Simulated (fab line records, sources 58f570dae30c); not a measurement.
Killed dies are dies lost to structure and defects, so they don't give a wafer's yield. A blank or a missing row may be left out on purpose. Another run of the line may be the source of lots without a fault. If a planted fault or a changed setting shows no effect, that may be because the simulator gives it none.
One fault through the eyes of 2 desks || flow berkeley_cmos170 || each desk holds nothing but its own numbers, with what lay behind them at the end

== FROM THE METROLOGY DESK ==
What the gauges read for every lot (on any tool): the sampled wafers with a number, averaged. Marked OUT: a lot whose mean sits more than 4 standard deviations from the usual mean, which makes it out of limits; the brackets give that distance.
Columns: A = NSD_OVL at UCB170_NSD_OVL_MEAS_07, usual 7 nm; B = cd_nm at UCB170_M1_CD_MEAS_90, usual 700.7 nm
{"lot": "L684", "first seen here": "day 6 17:46", "A": 5, "B": 700.3}
{"lot": "L685", "first seen here": "day 7 00:12", "A": 7, "B": 697.2}
{"lot": "L688", "first seen here": "day 7 13:42", "A": 7, "B": 701.7}
{"lot": "L687", "first seen here": "day 7 20:20", "A": 0, "B": 698.4}
{"lot": "L690", "first seen here": "day 7 20:32", "A": 6, "B": 699.7}
{"lot": "L693", "first seen here": "day 8 13:29", "A": 7, "B": 699.5}
{"lot": "L691", "first seen here": "day 8 15:19", "A": 6, "B": 701.0}
{"lot": "L694", "first seen here": "day 8 19:35", "A": 7, "B": 699.9}
{"lot": "L695", "first seen here": "day 9 05:58", "A": 8, "B": 702.5}
{"lot": "L696", "first seen here": "day 9 06:01", "A": 8, "B": 700.7}
{"lot": "L699", "first seen here": "day 9 20:05", "A": 4, "B": 701.3}
{"lot": "L701", "first seen here": "day 10 07:33", "A": 4, "B": 700.0}
{"lot": "L705", "first seen here": "day 10 23:19", "A": 5, "B": 702.0}
{"lot": "L707", "first seen here": "day 11 19:01", "A": 7, "B": 701.9}
Result from this desk: across the 14 lots, nothing is out of limits.

== TOOL OWNER'S DESK, rie_diel-03 ==
The tool's own readings at UCB170_M1_ETCH_11 (etches BARC in N2/H2): means of the sampled wafers that have a number, for each lot that ran on this tool. Marked OUT: a lot whose mean sits more than 4 standard deviations from the usual mean, which makes it out of limits; the brackets give that distance.
Columns: A = drypump_motor_current_A at UCB170_M1_ETCH_11, usual 5.5 A; B = oes_product_au at UCB170_M1_ETCH_11, usual 0.998 a.u.; C = rf_fwd_power_W at UCB170_M1_ETCH_11, usual 495.4 W; D = throttle_valve_pct at UCB170_M1_ETCH_11, usual 13.29 %
{"lot": "L690", "first seen here": "day 8 08:56", "A": 5.6, "B": 0.986, "C": 494.7, "D": 13.27}
{"lot": "L687", "first seen here": "day 8 09:23", "A": 5.6, "B": 0.994, "C": 496.3, "D": 13.39}
{"lot": "L693", "first seen here": "day 9 00:38", "A": 5.6, "B": 1.002, "C": 493.9, "D": 13.39}
{"lot": "L694", "first seen here": "day 9 04:11", "A": 5.6, "B": 0.994, "C": 497.3, "D": 13.39}
{"lot": "L695", "first seen here": "day 9 16:40", "A": 5.2, "B": 0.975, "C": "466.1 (-13) OUT", "D": 13.33}
{"lot": "L699", "first seen here": "day 10 05:12", "A": 5.3, "B": 0.946, "C": "443.5 (-23) OUT", "D": 13.42}
This desk finds L695, L699 out of limits, L695 being first, at day 9 16:40 (rf_fwd_power_W at UCB170_M1_ETCH_11). L690, L687, L693, L694 stayed within limits.

== BROUGHT TOGETHER ==
The tool owner's desk had the chance to raise an alarm at day 9 16:40 on L695, L699.
The metrology desk saw nothing out of limits.
The metrology desk has L695, L699 on record, within its limits.
The lots listed all ran UCB170_M1_ETCH_11 on rie_diel-03.

== WHAT THE SIMULATOR HAD INSERTED ==
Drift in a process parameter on rie_diel-03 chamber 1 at UCB170_M1_ETCH_11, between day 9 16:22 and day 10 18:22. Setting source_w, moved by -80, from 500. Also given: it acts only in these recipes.
Struck lots among those shown: L695, L699.
Hours from the fault's start to each desk's first reading out of limits: the tool owner's desk, 0.
